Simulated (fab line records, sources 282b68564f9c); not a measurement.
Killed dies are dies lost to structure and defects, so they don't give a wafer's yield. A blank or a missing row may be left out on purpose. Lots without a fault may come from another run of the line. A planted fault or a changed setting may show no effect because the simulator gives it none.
Which tool did it? | flow rit_cmos | 6 lots, 18 wafers sampled, at 3 steps of a route of 202

WHAT THE GAUGES READ, wafer by wafer
RIT_PSD_OVL_MEAS_06.
lot  | measured    | on         | PSD_OVL (nm)
L662 | day 3 21:55 | overlay-01 | 1.6 0.3 1.0
L669 | day 5 08:24 | overlay-02 | 1.3 2.5 1.6
L671 | day 5 17:55 | overlay-02 | 0.0 -2.5 -0.4
L673 | day 6 02:28 | overlay-02 | -1.6 0.6 1.1
L676 | day 6 14:55 | overlay-01 | -1.8 -1.3 -1.5
L682 | day 7 22:51 | overlay-01 | 0.2 0.6 0.8

WHICH TOOL RAN EACH LOT (tool, then ch and the chambers of the sampled wafers, then the start)
lot  | RIT_NSD_STRIP_09                    | RIT_PSD_EXPOSE_03
L662 | plasma_asher-01 ch 0,1, day 3 20:50 | iline_stepper-02 ch 0, day 3 21:31
L669 | plasma_asher-04 ch 0,1, day 5 07:22 | iline_stepper-02 ch 0, day 5 08:02
L671 | plasma_asher-03 ch 0,1, day 5 16:46 | iline_stepper-02 ch 0, day 5 17:31
L673 | plasma_asher-03 ch 0,1, day 6 01:22 | iline_stepper-01 ch 0, day 6 02:05
L676 | plasma_asher-04 ch 0,1, day 6 13:49 | iline_stepper-01 ch 0, day 6 14:31
L682 | plasma_asher-01 ch 0,1, day 7 21:38 | iline_stepper-01 ch 0, day 7 22:27
- RIT_NSD_STRIP_09: strips in O2, time 180 s.
- RIT_PSD_EXPOSE_03: exposes mask M10, target cd 40900 nm.

THE ANSWER, worked out from the rows above alone
Rule: what is usual is taken from the lots themselves. Put in order of their means at a reading, lots are off if they are a third of the lots or fewer, leave a main group of 4 or more, and stand apart from it by a gap of 3 or more times the standard deviation of the main group's means; of several such gaps the widest counts. A main group whose means are all the same, to the digits that the tables above print for the reading, isn't used. A lot without any number at a reading at which 4 lots or more have one is off too. The other lots that the step has rows for count as sound.
No lot is off at any reading shown: from this, nothing can be told.

WHAT THE SIMULATOR HAD PUT IN
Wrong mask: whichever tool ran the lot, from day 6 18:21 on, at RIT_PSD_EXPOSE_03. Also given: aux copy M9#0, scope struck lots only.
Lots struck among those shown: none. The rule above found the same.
